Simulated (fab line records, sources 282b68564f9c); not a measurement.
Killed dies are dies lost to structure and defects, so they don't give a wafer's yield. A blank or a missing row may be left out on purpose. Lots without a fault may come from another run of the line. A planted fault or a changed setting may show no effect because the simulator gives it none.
Which tool did it? | flow rit_cmos | 14 lots, 42 wafers sampled, at 2 steps of a route of 202

WHAT THE GAUGES READ, wafer by wafer
RIT_SDANNEAL_RS_MEAS_05: measures by four-point-probe.
lot  | measured    | on            | NSD_RS (ohm/sq)
L108 | day 3 20:12 | film_metro-01 | 84.42 84.57 84.55
L109 | day 4 02:51 | film_metro-01 | 84.32 84.43 84.47
L111 | day 4 20:59 | film_metro-03 | 84.68 84.52 84.50
L114 | day 5 05:07 | film_metro-01 | 84.52 84.36 84.45
L115 | day 5 17:52 | film_metro-03 | 84.84 84.60 84.58
L117 | day 5 18:27 | film_metro-03 | 84.64 84.46 84.77
L118 | day 6 08:14 | film_metro-03 | 84.61 84.27 84.64
L119 | day 6 09:14 | film_metro-02 | 84.08 84.62 84.39
L122 | day 6 17:46 | film_metro-01 | 84.51 84.40 84.19
L123 | day 6 22:59 | film_metro-03 | 87.80 87.49 87.53
L124 | day 7 03:22 | film_metro-02 | 88.03 88.20 88.35
L125 | day 7 03:51 | film_metro-01 | 84.00 83.87 84.21
L127 | day 7 11:44 | film_metro-02 | 84.48 84.43 84.33
L128 | day 7 16:12 | film_metro-03 | 84.46 84.45 84.10

WHICH TOOL RAN EACH LOT (tool, then ch and the chambers of the sampled wafers, then the start)
lot  | RIT_NSD_IMPLANT_08
L108 | implanter-04 ch 0, day 3 17:27
L109 | implanter-03 ch 0, day 4 00:31
L111 | implanter-03 ch 0, day 4 18:26
L114 | implanter-03 ch 0, day 5 01:29
L115 | implanter-04 ch 0, day 5 14:48
L117 | implanter-03 ch 0, day 5 15:41
L118 | implanter-04 ch 0, day 6 05:41
L119 | implanter-01 ch 0, day 6 06:41
L122 | implanter-03 ch 0, day 6 15:14
L123 | implanter-03 ch 0, day 6 20:37
L124 | implanter-03 ch 0, day 7 00:51
L125 | implanter-04 ch 0, day 7 00:59
L127 | implanter-01 ch 0, day 7 09:13
L128 | implanter-01 ch 0, day 7 13:34
- RIT_NSD_IMPLANT_08

WHAT THE TOOLS THEMSELVES READ (means of the sampled wafers that have a number; where no wafer has one, the mark that the record gives instead)
RIT_NSD_IMPLANT_08.
lot  | tool         | dose_ions_cm2
L108 | implanter-04 | 1.001e+15
L109 | implanter-03 | 1.001e+15
L111 | implanter-03 | 1.001e+15
L114 | implanter-03 | 1.000e+15
L115 | implanter-04 | 1.000e+15
L117 | implanter-03 | 1.000e+15
L118 | implanter-04 | 9.998e+14
L119 | implanter-01 | 9.996e+14
L122 | implanter-03 | 9.994e+14
L123 | implanter-03 | 9.549e+14
L124 | implanter-03 | 9.534e+14
L125 | implanter-04 | 9.991e+14
L127 | implanter-01 | 1.000e+15
L128 | implanter-01 | 1.000e+15

THE ANSWER, worked out from the rows above alone
Rule: what is usual is taken from the lots themselves. Put in order of their means at a reading, lots are off if they are a third of the lots or fewer, leave a main group of 4 or more, and stand apart from it by a gap of 3 or more times the standard deviation of the main group's means; of several such gaps the widest counts. A main group whose means are all the same, to the digits that the tables above print for the reading, isn't used. A lot without any number at a reading at which 4 lots or more have one is off too. The other lots that the step has rows for count as sound. The gauges are gone through in route order, then the tools' own readings, and for those a lot's mean is taken as printed above. The first step at which some lot is off is used, and at that step the reading that is off furthest; a lot without a number counts as furthest.
Off: L123, L124, at RIT_SDANNEAL_RS_MEAS_05 (NSD_RS). The main group: mean 84.44 ohm/sq, standard deviation 0.16.
A tool fits if, at a process step before that reading, it ran every lot that is off, and no sound lot after the first of them. The gauges at RIT_SDANNEAL_RS_MEAS_05 aren't tried: what is off there is off at RIT_NSD_IMPLANT_08 too, on other tools, and a gauge's error can't cause that. One fits: implanter-03 at RIT_NSD_IMPLANT_08. Its last sound lot is L122 (day 6 15:14), its first lot that is off L123 (day 6 20:37): a fault that began between those two fits.
The tool's own readings at RIT_NSD_IMPLANT_08 bear it out: on the lots that are off they differ by more than 5 times the standard deviation of the sound lots' means. dose_ions_cm2 reads 9.542e+14 there against 1.000e+15 on the sound lots.

WHAT THE SIMULATOR HAD PUT IN
Process parameter drift: implanter-03, from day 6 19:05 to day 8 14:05, at RIT_NSD_IMPLANT_08. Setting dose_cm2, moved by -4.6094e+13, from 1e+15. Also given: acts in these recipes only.
Lots struck among those shown: L123, L124. The rule above found the same.
